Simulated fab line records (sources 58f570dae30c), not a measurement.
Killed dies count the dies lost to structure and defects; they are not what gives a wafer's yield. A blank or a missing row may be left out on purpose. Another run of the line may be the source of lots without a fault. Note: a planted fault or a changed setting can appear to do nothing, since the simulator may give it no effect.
Struck lot and sound lot, side by side + flow berkeley-cmos170 + 43 steps out of a route of 331
Sound: these wafers, L773.2, L773.4, L773.5. Struck: wafers L777.1, L777.4, L777.6. The cause comes at the end.
For every step that has rows: the tool of each side, followed by ch and its chambers, followed by its first start. Under that, the readings that differ: sound wafers + struck wafers + difference of the means + sigmas: that difference in standard deviations of wafers without a fault.
alike: readings with means less than 2 such deviations apart, plus words and numbers identical on both sides. not compared: withheld readings, readings lacking a value on some wafer, bounds such as >300 that could conceal the same value, and numbers that have no deviation in the record and whose values overlap.
The two part at a step that has a row with sigmas, a row that says differs or no value, or rows on one side only. Numbers that have no deviation but don't overlap get no sigmas and don't part them. Lack of a reading on every wafer of one side parts them only where that side has two or more wafers.

first, 3 steps without rows for these wafers: UCB170_BACKSIDE_STRIP_03 (strips in O2); UCB170_BACKSIDE_CLEAN_04 (cleans in SPM, time 600 s); UCB170_SDANNEAL_RTA_00 (time 10 s).
UCB170_SDANNEAL_RTA_01: time 5 s.
  sound on rtp-anneal-02 ch 0, day 9 19:53; struck on rtp-anneal-02 ch 0, day 10 21:17
  alike: lamp-power-pct, wafer_temp_C_max
UCB170_SDANNEAL_RS_MEAS_02: a four-point-probe measurement.
  struck on film-metro-03, day 10 21:20; sound on film-metro-02, day 9 19:58
  alike: PSD_RS
UCB170_SDANNEAL_RS_MEAS_03: a four-point-probe measurement.
  struck on film-metro-03, day 10 21:28; sound on film-metro-02, day 9 20:05
  alike: NSD_RS
UCB170_SDANNEAL_RS_MEAS_04: a four-point-probe measurement.
  struck on film-metro-03, day 10 21:35; sound on film-metro-02, day 9 20:12
  alike: PLDD_RS
UCB170_SDANNEAL_RS_MEAS_05: a four-point-probe measurement.
  struck on film-metro-03, day 10 21:42; sound on film-metro-02, day 9 20:19
  alike: NLDD_RS
then, 1 step without rows for these wafers: UCB170_SILICIDE_PRE_CLEAN_00 (preclean etch time 60 s).
UCB170_SILICIDE_SPUTTER_01: material Ti, target thk 30 nm, time 25 s.
  struck on pvd-sputter-04, day 10 21:53; sound on pvd-sputter-01, day 9 20:29
  alike: throttle-valve-pct
UCB170_SILICIDE_RS_MEAS_02: a four-point-probe measurement.
  struck on film-metro-02, day 10 21:55; sound on film-metro-02, day 9 20:32
  alike: SILICIDE_TI_RS
UCB170_SILICIDE_THK_MEAS_03: measures by xrf.
  struck on film-metro-02, day 10 22:02; sound on film-metro-02, day 9 20:39
  alike: SILICIDE_TI_THK
UCB170_SILICIDE_RTA_04: time 15 s.
  sound on rtp-anneal-02 ch 0, day 9 20:43; struck on rtp-anneal-01 ch 0, day 10 22:06
| reading            | sound       | struck         | difference | sigmas |
|--------------------|-------------|----------------|------------|--------|
| lamp-power-pct (%) | 9.1 9.1 9.1 | 11.6 11.6 11.6 | +2.5       | +2     |
  alike: wafer_temp_C_max
then, 3 steps without rows for these wafers: UCB170_SILICIDE_WET_ETCH_05 (etches Ti in SPM, time 45 s); UCB170_CONTACT_CLEAN_00 (cleans in SPM, time 600 s); UCB170_CONTACT_CVD_01 (deposits PSG from SiH4/O2/PH3, target thk 700 nm, time 2820 s).
UCB170_CONTACT_THK_MEAS_02:
  struck on film-metro-01, day 11 00:55; sound on film-metro-01, day 9 22:47
| reading              | sound       | struck      | difference | sigmas |
|----------------------|-------------|-------------|------------|--------|
| CONTACT_PSG_THK (nm) | 698 698 702 | 713 713 712 | +13        | +2     |
then, 5 steps without rows for these wafers: UCB170_CONTACT_HMDS_03 (prime time 60 s); UCB170_CONTACT_COAT_04 (resist thk 900 nm); UCB170_CONTACT_SOFTBAKE_05 (time 60 s); UCB170_CONTACT_STRIP_06 (strips in O2); UCB170_CONTACT_CLEAN_07 (cleans in SPM, time 600 s).
UCB170_CONTACT_RTA_08: time 10 s.
  sound on rtp-anneal-02 ch 0, day 9 23:35; struck on rtp-anneal-01 ch 0, day 11 01:45
| reading            | sound          | struck         | difference | sigmas |
|--------------------|----------------|----------------|------------|--------|
| lamp-power-pct (%) | 21.1 21.2 21.1 | 26.6 26.6 26.6 | +5.5       | +2     |
  alike: wafer_temp_C_max
then, 6 steps without rows for these wafers: UCB170_CONTACT_COAT_09; UCB170_CONTACT_COAT_10 (resist thk 900 nm); UCB170_CONTACT_SOFTBAKE_11 (time 60 s); UCB170_CONTACT_EXPOSE_12 (exposes mask CONT, target cd 700 nm); UCB170_CONTACT_PEB_13; UCB170_CONTACT_DEVELOP_14 (develop time 45 s).
UCB170_CONTACT_CD_MEAS_15: target cd 700 nm.
  struck on cd-sem-01, day 11 03:04; sound on cd-sem-01, day 10 00:35
| reading    | sound             | struck            | difference | sigmas |
|------------|-------------------|-------------------|------------|--------|
| cd-nm (nm) | 701.0 701.3 701.1 | 698.6 698.8 697.8 | -2.7       | -2     |
UCB170_CONTACT_OVL_MEAS_16:
  struck on overlay-02, day 11 03:11; sound on overlay-01, day 10 00:41
  alike: CONTACT_OVL
then, 1 step without rows for these wafers: UCB170_CONTACT_ETCH_17 (etches BARC in N2/H2).
UCB170_CONTACT_ETCH_18: etches PSG in CHF3/CF4/Ar, stops on TiSi2, target depth 840 nm, time 195 s.
  sound on rie-diel-01 ch 0,1; struck on rie-diel-02 ch 0,2,3
  alike: drypump-motor-current-A, oes-product-au, throttle-valve-pct
  not compared: rf-hours-counter-h
then, 1 step without rows for these wafers: UCB170_CONTACT_STRIP_19 (strips in O2).
UCB170_CONTACT_CD_MEAS_90: target cd 700 nm.
  struck on cd-sem-02, day 11 03:29; sound on cd-sem-01, day 10 01:01
| reading    | sound             | struck            | difference | sigmas |
|------------|-------------------|-------------------|------------|--------|
| cd-nm (nm) | 701.2 701.6 700.1 | 697.5 698.1 697.7 | -3.2       | -2     |
then, 1 step without rows for these wafers: UCB170_CONTACT_CLEAN_20 (cleans in SPM, time 600 s).
UCB170_M1_SPUTTER_00: material Al, target thk 600 nm, time 80 s.
  struck on pvd-sputter-04, day 11 03:47; sound on pvd-sputter-04, day 10 01:21
  alike: throttle-valve-pct
UCB170_M1_RS_MEAS_01: a four-point-probe measurement.
  struck on film-metro-03, day 11 03:50; sound on film-metro-03, day 10 01:26
  alike: M1_AL_RS
UCB170_M1_THK_MEAS_02: measures by xrf.
  struck on film-metro-03, day 11 03:58; sound on film-metro-03, day 10 01:32
  alike: M1_AL_THK
then, 3 steps without rows for these wafers: UCB170_M1_COAT_03; UCB170_M1_COAT_04 (resist thk 900 nm); UCB170_M1_SOFTBAKE_05 (time 60 s).
UCB170_M3_PROBE_99:
  struck on prober-02, day 11 18:32; sound on prober-01, day 10 16:36
| reading                              | sound             | struck            | difference | sigmas |
|--------------------------------------|-------------------|-------------------|------------|--------|
| model.etest.ppoly-line.line-ohm-um   | 14.79 14.99 14.89 | 24.05 24.12 24.13 | +9.21      |        |
| model.etest.npoly-line.line-ohm-um   | 14.54 14.57 14.77 | 23.48 23.17 23.18 | +8.65      |        |
| model.etest.npoly-line.width-nm (nm) | 319.7 321.3 322.1 | 328.4 328.5 325.5 | +6.4       |        |
| model.etest.ppoly-line.width-nm (nm) | 320 320.9 322.5   | 326.3 326.5 324.4 | +4.6       |        |
| model.etest.ppoly-line.rs-ohm-sq     | 4.76 4.813 4.801  | 7.858 7.827 7.781 | +3.031     |        |
| model.etest.npoly-line.rs-ohm-sq     | 4.689 4.728 4.731 | 7.661 7.532 7.606 | +2.884     |        |
| model.etest.ppoly-sal.rs-ohm-sq      | 4.071 4.108 4.086 | 6.091 6.098 6.062 | +1.995     |        |
| model.etest.npoly-sal.rs-ohm-sq      | 3.996 4.037 4.027 | 5.984 5.94 5.96   | +1.941     |        |

WHERE THEY PART
Earliest at UCB170_SILICIDE_RTA_04; latest, in this record, at UCB170_CONTACT_CD_MEAS_90. Later steps at which nothing parts them and some readings are alike: UCB170_M1_SPUTTER_00, UCB170_M1_RS_MEAS_01, UCB170_M1_THK_MEAS_02.

WHY: what had been put in by the simulator
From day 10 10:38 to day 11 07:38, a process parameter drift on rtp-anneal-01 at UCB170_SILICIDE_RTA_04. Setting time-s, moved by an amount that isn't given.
